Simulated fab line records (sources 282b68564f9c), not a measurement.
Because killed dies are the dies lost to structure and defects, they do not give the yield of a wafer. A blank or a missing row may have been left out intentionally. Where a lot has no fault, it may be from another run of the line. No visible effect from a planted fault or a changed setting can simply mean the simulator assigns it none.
A lot that was struck, set against a sound lot | flow rit cmos | 18 out of 202 route steps
Sound: wafers L316.1, L316.4, L316.5. Wafers struck: L324.3, L324.4, L324.5. At the end, the cause is stated.
Order at every step that has rows: each side's tool, ch and its chambers, its first start. Under that, the readings that differ: sound wafers | struck wafers | difference of the means | sigmas: that difference in standard deviations of wafers without a fault.
alike: same words and numbers on both sides, and readings whose means sit less than 2 such deviations apart. not compared: any withheld reading, any reading some wafer has no value for, any bound like >300 that may hide the same value, and any number with overlapping values for which the record gives no deviation.
Wherever a step has rows on one side only, a row that says differs or no value, or a row with sigmas, the two part there. Non-overlapping numbers with no deviation appear without sigmas and do not part them. A reading missing from all wafers of one side parts the sides only when that side holds two or more wafers.

first, 2 steps without rows for these wafers: RIT_PLDD_HARDBAKE_07 (time 60 s); RIT_PLDD_IMPLANT_08.
RIT_PLDD_STRIP_09: strips in O2, time 180 s.
  sound on plasma asher-02 ch 0,1, day 3 14:25; struck on plasma asher-04 ch 0,1, day 5 01:55
  reading                     | sound          | struck         | difference | sigmas
  drypump motor current A (A) | 6.49 6.51 6.36 | 5.85 5.56 5.56 | -0.80      | -3
  alike: o2 flow sccm
  not compared: rf hours counter h
RIT_PLDD_TW_MEAS_10:
  sound: film metro-03 at day 3 14:35; struck: film metro-02 at day 5 02:03
  alike: PLDD_TW
then, 4 steps without rows for these wafers: RIT_SPACER_CLEAN_00 (cleans in SC1, time 600 s); RIT_SPACER_CLEAN_01 (cleans in dHF, time 30 s); RIT_SPACER_CLEAN_02 (cleans in SC2, time 600 s); RIT_SPACER_CVD_03 (deposits Si3N4 from SiH2Cl2/NH3, target thk 250 nm, time 3300 s).
RIT_SPACER_THK_MEAS_04:
  sound: film metro-01 at day 3 17:09; struck: film metro-04 at day 5 04:24
  alike: SPACER_NITRIDE_THK
RIT_SPACER_ETCHBACK_05: etches Si3N4 in SF6/CHF3, stops on SiO2, target depth 250 nm, time 240 s.
  sound on rie diel-04 ch 1,2,3, day 3 17:13; struck on rie diel-04 ch 0,1, day 5 04:26
  alike: drypump motor current A, oes product au, throttle valve pct
  not compared: rf hours counter h
then, 2 steps without rows for these wafers: RIT_NSD_HMDS_00 (prime time 60 s); RIT_NSD_COAT_01 (resist thk 1000 nm).
RIT_NSD_SOFTBAKE_02: time 62.74 s.
  sound on litho track-04 ch 0, day 3 17:49; struck on litho track-04 ch 0, day 5 04:56
  reading                     | sound                | struck               | difference | sigmas
  heater power total W (W)    | 34.64 34.60 34.65    | 32.19 32.18 32.14    | -2.46      | -50
  plate sensor t centre C (C) | 90.986 90.965 90.959 | 86.344 86.361 86.350 | -4.618     | -99 or more
  plate sensor t edge C (C)   | 91.012 91.005 91.006 | 86.397 86.385 86.372 | -4.623     | -99 or more
then, 2 steps without rows for these wafers: RIT_NSD_EXPOSE_03 (exposes mask M9, target cd 40700 nm); RIT_NSD_PEB_04.
RIT_NSD_DEVELOP_05: develop time 50 s.
  sound on litho track-04 ch 0; struck on litho track-02 ch 0
  reading                                  | sound          | struck         | difference | sigmas
  model.NOVOLAK_of_NSD_COAT_01.thk nm (nm) | 1001 1001 1002 | 1011 1014 1016 | +12        |
RIT_NSD_OVL_MEAS_06:
  sound: overlay-01 at day 3 18:29; struck: overlay-01 at day 5 05:31
  alike: NSD_OVL
RIT_M1_PROBE_99:
  sound: prober-02 at day 4 05:49; struck: prober-01 at day 5 15:50
  alike: killed at contacts, killed at front end, killed dies, killed open, killed short

== WHERE THEY PART ==
Earliest at RIT_PLDD_STRIP_09; latest, in this record, at RIT_NSD_SOFTBAKE_02. Later steps at which nothing parts them and some readings are alike: RIT_NSD_OVL_MEAS_06, RIT_M1_PROBE_99.

WHY: the cause the simulator had injected
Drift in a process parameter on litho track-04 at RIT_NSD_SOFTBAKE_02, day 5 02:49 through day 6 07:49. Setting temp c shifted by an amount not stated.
